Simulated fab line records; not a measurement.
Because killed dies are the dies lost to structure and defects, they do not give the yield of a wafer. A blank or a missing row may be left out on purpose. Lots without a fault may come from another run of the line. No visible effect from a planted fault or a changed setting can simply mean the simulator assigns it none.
One fault seen from 2 desks / flow berkeley-cmos170 / each desk has only its own numbers; what lay behind them comes last

## AT THE METROLOGY DESK
Means of the sampled wafers that have a number, per lot and without regard to the tool the lot ran on: this is what the gauges read. A lot is out of limits, marked OUT, if its mean lies more than 4 standard deviations from the usual mean; the brackets give that distance.
Columns: A = cd-nm at UCB170_PSD_CD_MEAS_06, usual 1199.8 nm
lot=L189; first seen here=day 7 17:58; A=1200.3
lot=L190; first seen here=day 8 02:15; A=1200.9
lot=L192; first seen here=day 8 02:31; A=1199.0
lot=L194; first seen here=day 8 08:44; A=1200.5
lot=L193; first seen here=day 8 09:03; A=1201.2
lot=L196; first seen here=day 8 22:08; A=1211.9 (+9.3) OUT
lot=L199; first seen here=day 9 14:10; A=1197.7
lot=L200; first seen here=day 9 15:26; A=1212.8 (+10) OUT
lot=L202; first seen here=day 10 11:59; A=1199.7
lot=L207; first seen here=day 11 03:13; A=1200.4
lot=L208; first seen here=day 11 15:19; A=1199.1
lot=L212; first seen here=day 12 14:58; A=1198.6
lot=L210; first seen here=day 12 15:16; A=1199.2
lot=L211; first seen here=day 12 15:50; A=1200.2
Finding of this desk: L196, L200 out of limits; the first was L196 at day 8 22:08, on cd-nm at UCB170_PSD_CD_MEAS_06. Within limits: L189, L190, L192, L194, L193, L199, L202, L207, L208, L212, L210, L211.

## FOR THE TOOL OWNER'S DESK: litho-track-03
UCB170_PSD_PEB_04, tool's own readings: per-lot mean of the sampled wafers with a number, covering each lot this tool ran. A lot is out of limits, marked OUT, if its mean lies more than 4 standard deviations from the usual mean; the brackets give that distance.
Columns: A = heater-power-total-W at UCB170_PSD_PEB_04, usual 56.79 W
lot=L189; first seen here=day 7 17:41; A=56.79
lot=L194; first seen here=day 8 08:28; A=56.82
lot=L193; first seen here=day 8 08:47; A=56.77
lot=L196; first seen here=day 8 21:52; A=56.77
lot=L200; first seen here=day 9 15:07; A=56.80
lot=L212; first seen here=day 12 14:41; A=56.84
lot=L210; first seen here=day 12 14:59; A=56.81
lot=L211; first seen here=day 12 15:34; A=56.77
This desk's finding: nothing out of limits on any of the 8 lots.

## BROUGHT TOGETHER
Metrology desk: alarm possible at day 8 22:08 on L196, L200.
Nothing out of limits was seen by the tool owner's desk.
On record at the tool owner's desk: L196, L200, within its limits.
UCB170_PSD_PEB_04 was run on litho-track-03 by each of the lots named.

## WHAT THE SIMULATOR HAD PUT IN
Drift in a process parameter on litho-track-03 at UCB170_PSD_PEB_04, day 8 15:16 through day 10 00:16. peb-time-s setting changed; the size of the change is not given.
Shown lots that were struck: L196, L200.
Delay in hours, fault start to first out-of-limits reading, per desk: metrology desk 7.
